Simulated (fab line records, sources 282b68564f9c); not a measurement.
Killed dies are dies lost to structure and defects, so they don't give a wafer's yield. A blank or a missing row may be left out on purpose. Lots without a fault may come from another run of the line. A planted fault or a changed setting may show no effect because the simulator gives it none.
A struck lot beside a sound one | flow rit_cmos | 15 steps out of a route of 202
Sound: wafers L986.2, L986.3, L986.4. Struck: wafers L989.1, L989.2, L989.5. The cause comes at the end.
At each step with rows: each side's tool, then ch and its chambers, then its first start. Under that, the readings that differ: sound wafers | struck wafers | difference of the means | sigmas: that difference in standard deviations of wafers without a fault.
alike: readings whose means differ by less than 2 such deviations, and words and numbers that are the same on both sides. not compared: withheld readings, readings that some wafer has no value for, bounds like >300 that may hide the same value, and numbers for which the record gives no deviation and whose values overlap.
The two part at a step that has a row with sigmas, a row that says differs or no value, or rows on one side only. Numbers that don't overlap but have no deviation are shown without sigmas and don't part them. A reading that every wafer of one side lacks parts them only if that side has two wafers or more.

RIT_FOX2_THK_MEAS_01:
  sound on film_metro-01, day 4 18:55; struck on film_metro-01, day 5 10:13
  alike: FOX2_OXIDE_THK
then, 2 steps without rows for these wafers: RIT_FOX2_CLEAN_02 (cleans in dHF, time 180 s); RIT_FOX2_WET_ETCH_03 (etches Si3N4 in H3PO4, target depth 195 nm, time 2700 s).
RIT_FOX2_THK_MEAS_90:
  sound on film_metro-01, day 4 19:48; struck on film_metro-01, day 5 11:05
  alike: FIELD_OXIDE_LEFT_1_THK
then, 6 steps without rows for these wafers: RIT_NWELL_HMDS_00 (prime time 60 s); RIT_NWELL_COAT_01 (resist thk 1300 nm); RIT_NWELL_SOFTBAKE_02 (time 60 s); RIT_NWELL_EXPOSE_03 (exposes mask M2, target cd 43900 nm); RIT_NWELL_PEB_04; RIT_NWELL_DEVELOP_05 (develop time 68 s).
RIT_NWELL_OVL_MEAS_06:
  sound on overlay-02, day 4 20:52; struck on overlay-01, day 5 12:09
  alike: NWELL_OVL
then, 1 step without rows for these wafers: RIT_NWELL_HARDBAKE_07 (time 120 s).
RIT_NWELL_IMPLANT_08:
  sound on implanter-04 ch 0, day 4 21:10; struck on implanter-02 ch 0, day 5 12:26
  reading                   | sound                | struck               | difference | sigmas
  beam_energy_keV           | 170.04 170.06 169.96 | 153.00 152.98 152.93 | -17.05     | -99 or more
  model.implant.rp_nm (nm)  | 217.7 217.7 217.7    | 194.1 194.1 194.1    | -23.6      |
  model.implant.drp_nm (nm) | 68.82 68.82 68.82    | 63.67 63.67 63.67    | -5.15      |
  alike: dose_ions_cm2
RIT_NWELL_STRIP_09: strips in O2, time 180 s.
  sound on plasma_asher-03 ch 0,1, day 4 21:17; struck on plasma_asher-04 ch 0,1, day 5 12:35
  alike: drypump_motor_current_A
  not compared: rf_hours_counter_h
RIT_M1_PROBE_99:
  sound on prober-01, day 6 14:31; struck on prober-01, day 7 04:12
  reading                               | sound                  | struck                 | difference | sigmas
  model.etest.field_p_metal.vt_v (V)    | -29.54 -29.89 -29.52   | -26.87 -26.5 -27.35    | +2.74      |
  model.etest.field_p.vt_v (V)          | -12.81 -12.84 -12.85   | -11.38 -11.49 -11.57   | +1.35      |
  model.etest.pmos_narrow.vt_less_v (V) | 0.02191 0.02096 0.0219 | 0.02322 0.02767 0.0252 | +0.00377   |
  alike: killed_at_contacts, killed_at_front_end, killed_dies, killed_open, killed_short
  not compared: model.etest.iso_nwell_nwell.bv_v

WHERE THEY PART
Only at RIT_NWELL_IMPLANT_08, within this record. Later steps at which nothing parts them and some readings are alike: RIT_NWELL_STRIP_09, RIT_M1_PROBE_99.

WHY: what the simulator had put in
Process parameter drift: implanter-02, from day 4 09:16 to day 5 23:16, at RIT_NWELL_IMPLANT_08. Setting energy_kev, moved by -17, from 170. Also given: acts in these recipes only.
